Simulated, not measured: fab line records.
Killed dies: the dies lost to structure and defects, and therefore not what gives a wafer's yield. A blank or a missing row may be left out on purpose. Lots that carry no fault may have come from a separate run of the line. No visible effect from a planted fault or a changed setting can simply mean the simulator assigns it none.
Which of the tools did it? ; flow rit_cmos ; 45 wafers from 15 lots sampled at 2 of the route's 202 steps

## WHAT THE GAUGES SHOWED, per wafer
RIT_ACTIVE_BOW_MEAS_00.
lot;measured;on;INCOMING_BOW (um)
L508;day 1 15:00;film_metro-03;5 2 -3
L510;day 2 01:00;film_metro-01;4 -5 6
L511;day 2 06:00;film_metro-02;7 5 1
L512;day 2 11:00;film_metro-03;2 7 -5
L513;day 2 16:00;film_metro-03;-1 -4 10
L516;day 3 07:02;film_metro-03;6 5 2
L517;day 3 12:01;film_metro-02;16 -2 2
L518;day 3 17:02;film_metro-01;5 1 -3
L519;day 3 22:01;film_metro-02;-6 -14 -14
L523;day 4 18:01;film_metro-02;-4 -2 -1
L526;day 5 09:00;film_metro-03;-5 -10 4
L527;day 5 14:01;film_metro-03;-13 4 -1
L528;day 5 19:00;film_metro-01;-1 10 5
L529;day 6 00:01;film_metro-01;8 -6 -4
L530;day 6 05:01;film_metro-02;-5 2 -6

RIT_ACTIVE_THK_MEAS_02.
lot;measured;on;ACTIVE_OXIDE_THK (nm)
L508;day 1 17:03;film_metro-03;46.8 47.1 45.8
L510;day 2 03:03;film_metro-02;46.4 47.7 47.4
L511;day 2 08:03;film_metro-01;45.8 46.1 45.9
L512;day 2 13:03;film_metro-01;46.1 45.7 47.4
L513;day 2 18:03;film_metro-02;46.7 47.7 47.4
L516;day 3 09:21;film_metro-03;45.9 47.1 46.2
L517;day 3 14:04;film_metro-02;46.3 46.0 46.2
L518;day 3 19:04;film_metro-02;46.3 45.6 47.1
L519;day 4 00:04;film_metro-03;46.3 46.0 46.2
L523;day 4 20:04;film_metro-03;46.2 45.7 46.3
L526;day 5 11:03;film_metro-02;45.3 46.1 44.9
L527;day 5 16:04;film_metro-02;47.5 47.4 47.5
L528;day 5 21:03;film_metro-03;46.8 45.9 46.2
L529;day 6 02:04;film_metro-02;46.3 45.1 46.2
L530;day 6 07:04;film_metro-02;45.6 45.3 45.6

## WHICH TOOL RAN EACH LOT (tool, then ch and the chambers of the sampled wafers, then the start)
Record: no process step prior to these readings.

## WHAT THE TOOLS THEMSELVES READ (means of the sampled wafers that have a number; where no wafer has one, the mark that the record gives instead)
The record holds no such reading with a usual standard deviation.

## THE ANSWER, worked out from the rows above alone
Rule: usual is defined by the lots themselves. Put in order of their means at a reading, lots are off if they are a third of the lots or fewer, leave a main group of 4 or more, and stand apart from it by a gap of 3 or more times the standard deviation of the main group's means; of several such gaps the widest counts. If all means in a main group match to the digits the tables above print for the reading, that group is not used. A lot without any number at a reading at which 4 lots or more have one is off too. The other lots that the step has rows for count as sound. The gauges are gone through in route order, then the tools' own readings, and for those a lot's mean is taken as printed above. The first step at which some lot is off is used, and at that step the reading that is off furthest; a lot without a number counts as furthest.
Across all readings shown, no lot is off: no conclusion can be drawn from this.

## WHAT THE SIMULATOR HAD PUT IN
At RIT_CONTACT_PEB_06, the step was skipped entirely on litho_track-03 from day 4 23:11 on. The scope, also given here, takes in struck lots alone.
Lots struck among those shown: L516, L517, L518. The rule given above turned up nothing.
